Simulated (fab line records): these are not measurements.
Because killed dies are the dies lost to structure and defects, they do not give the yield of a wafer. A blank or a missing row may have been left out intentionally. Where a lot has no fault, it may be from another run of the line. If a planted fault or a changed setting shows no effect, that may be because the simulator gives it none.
Chamber matching :: flow berkeley cmos170 :: pecvd-02 running UCB170_V2_CVD_00: 3 sister chambers
The step deposits SiO2 from TEOS/O2, target thk 2000 nm, time 250 s. 3 wafers are shown with their chamber, then 8 later ones without.

WAFERS, EACH WITH ITS CHAMBER
wafer: L387.1
chamber: 1
heater power w (W): 246

wafer: L387.2
chamber: 0
heater power w (W): 271

wafer: L389.2
chamber: 2
heater power w (W): 185

WAFERS MISSING THEIR CHAMBER
wafer: L389.4
heater power w (W): 317

wafer: L389.6
heater power w (W): 237

wafer: L392.1
heater power w (W): 298

wafer: L392.2
heater power w (W): 192

wafer: L392.6
heater power w (W): 232

wafer: L393.2
heater power w (W): 189

wafer: L393.4
heater power w (W): 243

wafer: L393.5
heater power w (W): 321

CHAMBER TAKEN BY EACH
wafer: L389.4
from the rows above: can't be placed: 0 or 1
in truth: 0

wafer: L389.6
from the rows above: can't be placed: 1 or 0 or 2
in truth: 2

wafer: L392.1
from the rows above: can't be placed: 0 or 1
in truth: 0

wafer: L392.2
from the rows above: can't be placed: 2 or 1
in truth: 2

wafer: L392.6
from the rows above: can't be placed: 1 or 0 or 2
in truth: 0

wafer: L393.2
from the rows above: can't be placed: 2 or 1
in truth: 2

wafer: L393.4
from the rows above: can't be placed: 1 or 0
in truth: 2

wafer: L393.5
from the rows above: can't be placed: 0 or 1
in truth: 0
Placed correctly: 0 of 8. From these rows, 8 cannot be placed; in 7 the true chamber is one of the candidates. Wrongly placed: 0.
How it was worked out, from the rows above alone: a wafer's distance from a chamber is the root of the sum, over the readings, of the square of ((its reading less the chamber's mean) divided by the reading's scatter). If the next closest chamber is less than 2 further off than the closest, the wafer can't be placed; otherwise it belongs to the closest. A chamber's mean is the mean of its shown wafers. The scatter (one wafer shown for each chamber): square how far every hidden wafer sits from the nearest shown wafer, average those squares and take the square root.
